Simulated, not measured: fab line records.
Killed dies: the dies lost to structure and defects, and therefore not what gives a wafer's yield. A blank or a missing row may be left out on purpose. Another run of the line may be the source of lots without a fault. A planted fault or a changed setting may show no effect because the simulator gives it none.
One fault through the eyes of 2 desks + flow berkeley_cmos170 + what lay behind the numbers comes last; until then each desk has only its own

## THE METROLOGY DESK
Lot by lot, what the gauges showed, no matter which tool ran the lot: averages of those sampled wafers that carry a number. A lot is out of limits, marked OUT, if its mean lies more than 4 standard deviations from the usual mean; the brackets give that distance.
Columns: A = PLDD_TW at UCB170_PLDD_TW_MEAS_11, usual 1008; B = M2_OVL at UCB170_M2_OVL_MEAS_16, usual 0 nm; C = M3_AL_RS at UCB170_M3_RS_MEAS_02, usual 0.0320 ohm/sq; D = M3_AL_THK at UCB170_M3_THK_MEAS_03, usual 904 nm; E = M3_BOW at UCB170_M3_BOW_MEAS_20, usual 36 um
| lot  | first seen here | A    | B  | C      | D   | E  |
|------|-----------------|------|----|--------|-----|----|
| L607 | day 6 01:12     | 1007 | -9 | 0.0321 | 906 | 45 |
| L610 | day 6 12:50     | 1025 | -1 | 0.0321 | 897 | 38 |
| L608 | day 6 13:10     | 1009 | -2 | 0.0313 | 932 | 40 |
| L609 | day 6 13:25     | 1023 | -1 | 0.0321 | 894 | 30 |
| L611 | day 7 05:14     | 1001 | 0  | 0.0322 | 888 | 37 |
| L612 | day 7 05:30     | 998  | 5  | 0.0323 | 890 | 36 |
| L613 | day 7 14:32     | 1000 | -1 | 0.0322 | 900 | 39 |
| L615 | day 8 01:25     | 1008 | -1 | 0.0328 | 894 | 34 |
| L619 | day 8 10:40     | 1010 | -4 | 0.0327 | 894 | 37 |
| L621 | day 9 15:10     | 1005 | -7 | 0.0318 | 914 | 38 |
| L622 | day 9 15:35     | 1002 | -1 | 0.0318 | 909 | 32 |
| L628 | day 10 22:50    | 996  | 9  | 0.0319 | 916 | 37 |
| L630 | day 11 08:07    | 1003 | 2  | 0.0321 | 904 | 35 |
This desk's finding: nothing out of limits on any of the 13 lots.

## THE TOOL OWNER'S DESK: pvd_sputter-04
The tool's own readings at UCB170_M3_SPUTTER_01 (material Al, target thk 900 nm, time 120 s): means of the sampled wafers that have a number, for each lot that ran on this tool. A lot is out of limits, marked OUT, if its mean lies more than 4 standard deviations from the usual mean; the brackets give that distance.
Columns: A = cathode_dc_power_W at UCB170_M3_SPUTTER_01, usual 5999.8 W; B = throttle_valve_pct at UCB170_M3_SPUTTER_01, usual 30.3 %
| lot  | first seen here | A      | B    |
|------|-----------------|--------|------|
| L610 | day 7 22:11     | 6000.0 | 30.4 |
| L611 | day 8 13:43     | 5999.7 | 29.7 |
| L613 | day 9 00:56     | 5999.9 | 30.3 |
| L615 | day 9 10:28     | 5999.2 | 30.1 |
This desk's finding: nothing out of limits on any of the 4 lots.

## TAKEN TOGETHER
The metrology desk saw nothing out of limits.
Nothing out of limits was seen by the tool owner's desk.

## WHAT WAS PUT IN BY THE SIMULATOR
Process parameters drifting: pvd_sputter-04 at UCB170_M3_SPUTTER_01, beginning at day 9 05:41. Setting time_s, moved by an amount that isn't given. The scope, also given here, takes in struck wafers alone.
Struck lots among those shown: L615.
